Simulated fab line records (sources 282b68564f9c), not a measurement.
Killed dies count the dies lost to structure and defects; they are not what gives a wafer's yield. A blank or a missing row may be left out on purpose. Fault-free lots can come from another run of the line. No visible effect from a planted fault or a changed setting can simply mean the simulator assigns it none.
Which tool is to blame?    flow rit cmos    42 wafers from 14 lots sampled at 5 of the route's 202 steps

== WHAT THE GAUGES SHOWED, per wafer ==
RIT_ACTIVE_CD_MEAS_11 targets a cd of 1400 nm.
lot   measured     on         cd nm (nm)
L774  day 1 20:41  cd sem-02  1402.0 1400.3 1403.1
L775  day 2 01:16  cd sem-02  1401.1 1402.4 1400.3
L776  day 2 07:20  cd sem-02  1397.9 1399.7 1399.3
L777  day 2 10:45  cd sem-02  1400.2 1399.0 1398.9
L778  day 2 19:16  cd sem-02  1403.0 1406.3 1403.2
L781  day 3 06:26  cd sem-02  1394.5 1395.6 1392.8
L782  day 3 13:00  cd sem-02  1394.5 1392.7 1395.0
L784  day 3 23:08  cd sem-01  1398.5 1400.4 1400.8
L785  day 4 02:38  cd sem-02  1398.7 1399.8 1398.9
L788  day 4 21:07  cd sem-02  1355.0 1356.0 1356.1
L790  day 5 04:27  cd sem-02  1356.6 1358.2 1358.3
L792  day 5 16:08  cd sem-01  1400.1 1399.7 1399.9
L793  day 5 19:11  cd sem-01  1397.8 1398.3 1400.4
L796  day 6 10:30  cd sem-01  1400.0 1399.8 1400.0

RIT_FOX2_THK_MEAS_01.
lot   measured     on             FOX2_OXIDE_THK (nm)
L774  day 2 02:26  film metro-04  359 360 357
L775  day 2 06:19  film metro-01  356 357 354
L776  day 2 11:43  film metro-01  358 356 352
L777  day 2 20:56  film metro-01  346 341 342
L778  day 3 00:25  film metro-02  344 350 346
L781  day 3 12:59  film metro-01  345 350 347
L782  day 3 18:26  film metro-01  336 346 345
L784  day 4 03:43  film metro-04  370 362 368
L785  day 4 08:38  film metro-01  342 349 349
L788  day 5 01:35  film metro-02  350 354 353
L790  day 5 09:13  film metro-01  349 348 341
L792  day 5 20:00  film metro-01  349 348 349
L793  day 6 00:01  film metro-01  353 359 353
L796  day 6 16:27  film metro-04  350 348 348

RIT_GATE_CD_MEAS_16 targets a cd of 150 nm.
lot   measured     on         cd nm (nm)
L774  day 3 00:02  cd sem-01  149.6 147.3 145.8
L775  day 3 03:07  cd sem-02  149.8 151.2 149.8
L776  day 3 11:52  cd sem-02  149.0 150.8 149.2
L777  day 3 15:09  cd sem-01  149.8 150.6 151.4
L778  day 3 21:15  cd sem-02  148.3 150.1 151.0
L781  day 4 11:45  cd sem-02  150.7 149.9 148.2
L782  day 4 13:40  cd sem-01  149.6 148.2 150.4
L784  day 5 02:17  cd sem-02  146.9 145.7 147.2
L785  day 5 03:19  cd sem-02  152.5 152.2 150.3
L788  day 5 19:52  cd sem-01  148.0 149.7 145.8
L790  day 6 05:52  cd sem-02  153.1 152.6 152.3
L792  day 6 17:13  cd sem-01  147.9 148.7 149.3
L793  day 6 19:25  cd sem-02  151.0 151.8 150.6
L796  day 7 09:56  cd sem-02  149.0 149.8 148.5

== WHICH TOOL RAN EACH LOT (tool, then ch and the chambers of the sampled wafers, then the start) ==
lot   RIT_ACTIVE_DEVELOP_10             RIT_NRETRO_STRIP_09
L774  litho track-04 ch 0, day 1 20:00  plasma asher-03 ch 0,1, day 2 13:25
L775  litho track-02 ch 0, day 2 01:00  plasma asher-03 ch 0,1, day 2 18:44
L776  litho track-03 ch 0, day 2 07:00  plasma asher-03 ch 0,1, day 3 01:29
L777  litho track-02 ch 0, day 2 10:00  plasma asher-03 ch 0, day 3 07:51
L778  litho track-04 ch 0, day 2 19:00  plasma asher-04 ch 0,1, day 3 13:41
L781  litho track-04 ch 0, day 3 06:00  plasma asher-02 ch 0,1, day 4 02:23
L782  litho track-02 ch 0, day 3 12:00  plasma asher-03 ch 0,1, day 4 06:49
L784  litho track-02 ch 0, day 3 22:00  plasma asher-04 ch 1, day 4 15:29
L785  litho track-03 ch 0, day 4 02:00  plasma asher-04 ch 0,1, day 4 19:22
L788  litho track-04 ch 0, day 4 20:00  plasma asher-02 ch 0,1, day 5 13:16
L790  litho track-04 ch 0, day 5 04:00  plasma asher-02 ch 0, day 5 20:30
L792  litho track-02 ch 0, day 5 15:00  plasma asher-02 ch 0,1, day 6 07:57
L793  litho track-03 ch 0, day 5 19:00  plasma asher-02 ch 0,1, day 6 10:56
L796  litho track-02 ch 0, day 6 10:00  plasma asher-02 ch 0,1, day 7 03:37
- RIT_ACTIVE_DEVELOP_10: develop time 50 s.
- RIT_NRETRO_STRIP_09: strips in O2, time 180 s.

== WHAT THE TOOLS THEMSELVES READ (means of the sampled wafers that have a number; where no wafer has one, the mark that the record gives instead) ==
RIT_NRETRO_STRIP_09.
lot   tool             chamber pressure mTorr (mTorr)  drypump motor current A (A)
L774  plasma asher-03  4000                            5.2
L775  plasma asher-03  4000                            5.3
L776  plasma asher-03  3997                            5.3
L777  plasma asher-03  4001                            5.3
L778  plasma asher-04  4000                            5.8
L781  plasma asher-02  4000                            5.8
L782  plasma asher-03  4000                            5.3
L784  plasma asher-04  4001                            5.8
L785  plasma asher-04  3999                            5.8
L788  plasma asher-02  4001                            5.8
L790  plasma asher-02  3998                            5.7
L792  plasma asher-02  4001                            5.8
L793  plasma asher-02  4002                            5.9
L796  plasma asher-02  3999                            5.9

== THE ANSWER, worked out from the rows above alone ==
Rule: the lots themselves supply what counts as usual. Put in order of their means at a reading, lots are off if they are a third of the lots or fewer, leave a main group of 4 or more, and stand apart from it by a gap of 3 or more times the standard deviation of the main group's means; of several such gaps the widest counts. The tables above print the reading to a certain number of digits; a main group whose means all agree to those digits is not used. Also off: a lot with no number at a reading for which 4 or more lots have one. The other lots that the step has rows for count as sound. Order of review: gauges by route order, followed by the tools' own readings, for which a lot's mean as printed above is used. At the first step where some lot is off, the reading lying furthest off is the one used; lots without a number count as furthest.
Off at RIT_ACTIVE_CD_MEAS_11 (cd nm): L788, L790. The main group: mean 1399.3 nm, standard deviation 2.7.
If a tool, at a process step before that reading, ran all the lots that are off and no sound lot after the first of them, it fits. Those tools and the gauges at RIT_ACTIVE_CD_MEAS_11 are tried in the same way. 2 tools fit, litho track-04 at RIT_ACTIVE_DEVELOP_10 and cd sem-02 at RIT_ACTIVE_CD_MEAS_11, so this cannot tell which one it is.

== WHAT WAS PUT IN BY THE SIMULATOR ==
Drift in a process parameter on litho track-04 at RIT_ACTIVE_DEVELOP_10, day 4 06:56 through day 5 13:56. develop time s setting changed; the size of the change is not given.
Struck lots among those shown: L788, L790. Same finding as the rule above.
